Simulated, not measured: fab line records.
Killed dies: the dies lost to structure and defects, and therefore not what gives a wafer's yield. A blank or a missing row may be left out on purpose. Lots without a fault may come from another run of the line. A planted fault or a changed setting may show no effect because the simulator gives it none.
Chamber matching ; flow berkeley cmos170 ; 4 sister chambers for UCB170_V1_CMP_02 on cmp-02
The step polishes SiO2. 4 wafers are shown with their chamber, then 7 later ones without.

== WAFERS WITH THEIR CHAMBER ==
wafer;chamber;head pressure psi (psi)
L415.1;0;5.984
L425.3;1;6.005
L425.4;3;6.018
L428.5;2;5.967

== WAFERS WHOSE CHAMBER IS MISSING ==
wafer;head pressure psi (psi)
L428.6;6.006
L436.2;6.015
L436.3;6.009
L436.6;6.014
L437.1;5.992
L437.2;5.985
L437.4;5.987

== CHAMBER TAKEN BY EACH ==
wafer;from the rows above;in truth
L428.6;1;1
L436.2;can't be placed: 3 or 1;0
L436.3;can't be placed: 1 or 3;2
L436.6;can't be placed: 3 or 1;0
L437.1;can't be placed: 0 or 1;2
L437.2;0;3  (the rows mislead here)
L437.4;0;0
Placed correctly: 2 of 7. Not placeable from these rows: 4 (in 0, the candidates include the true chamber). Placed wrongly: 1.
How it was worked out, from the rows above alone: a wafer's distance from a chamber is the root of the sum, over the readings, of the square of ((its reading less the chamber's mean) divided by the reading's scatter). The wafer belongs to the nearest chamber; if the next one is less than 2 further off, it can't be placed. A chamber's mean is the mean of its shown wafers. The scatter: with one shown wafer a chamber, the root of the mean of the squares of how far each hidden wafer lies from its nearest shown one.
